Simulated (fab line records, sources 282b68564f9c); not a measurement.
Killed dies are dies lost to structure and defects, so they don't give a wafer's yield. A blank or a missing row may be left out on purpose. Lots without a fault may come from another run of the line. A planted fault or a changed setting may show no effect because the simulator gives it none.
One fault seen from 2 desks | flow rit_cmos | each desk has only its own numbers; what lay behind them comes last

THE METROLOGY DESK
What the gauges read, lot by lot, whatever tool the lot ran on: means of the sampled wafers that have a number. A lot is out of limits, marked OUT, if its mean lies more than 4 standard deviations from the usual mean; the brackets give that distance.
Columns: A = NLDD_OVL at RIT_NLDD_OVL_MEAS_06, usual 0.2 nm; B = NLDD_TW at RIT_NLDD_TW_MEAS_10, usual 2472; C = PLDD_OVL at RIT_PLDD_OVL_MEAS_06, usual 0.4 nm
lot  | first seen here | A    | B    | C
L230 | day 3 00:54     | -0.5 | 2464 | -0.4
L233 | day 3 22:22     | -0.8 | 2463 | 0.4
L242 | day 5 15:26     | -0.4 | 2474 | -0.2
L243 | day 5 21:35     | 0.5  | 2473 | -0.7
L249 | day 6 20:22     | -0.3 | 2472 | 0.5
L250 | day 7 04:07     | -0.4 | 2473 | 1.1
This desk's finding: nothing out of limits on any of the 6 lots.

THE TOOL OWNER'S DESK: litho_track-01
The tool's own readings at RIT_PLDD_HARDBAKE_07 (time 60 s): means of the sampled wafers that have a number, for each lot that ran on this tool. A lot is out of limits, marked OUT, if its mean lies more than 4 standard deviations from the usual mean; the brackets give that distance.
Columns: A = heater_power_total_W at RIT_PLDD_HARDBAKE_07, usual 62.55 W; B = plate_temp_C at RIT_PLDD_HARDBAKE_07, usual 139.98 C
lot  | first seen here | A               | B
L233 | day 3 23:52     | 62.56           | 140.15
L242 | day 5 16:58     | 59.56 (-62) OUT | 134.77 (-37) OUT
L243 | day 5 23:04     | 59.55 (-63) OUT | 134.63 (-38) OUT
This desk's finding: out of limits on L242, L243; first on L242, day 5 16:58 (heater_power_total_W at RIT_PLDD_HARDBAKE_07). In limits: L233.

PUT TOGETHER
The tool owner's desk could have raised an alarm at day 5 16:58, on L242, L243.
The metrology desk saw nothing out of limits.
The metrology desk has L242, L243 on record, within its limits.
Of the lots named, all ran RIT_PLDD_HARDBAKE_07 on litho_track-01.

WHAT THE SIMULATOR HAD PUT IN
Process parameter drift: litho_track-01, from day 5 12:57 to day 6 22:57, at RIT_PLDD_HARDBAKE_07. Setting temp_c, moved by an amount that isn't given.
Lots struck among those shown: L242, L243.
Hours from the fault's start to each desk's first reading out of limits: the tool owner's desk, 4.
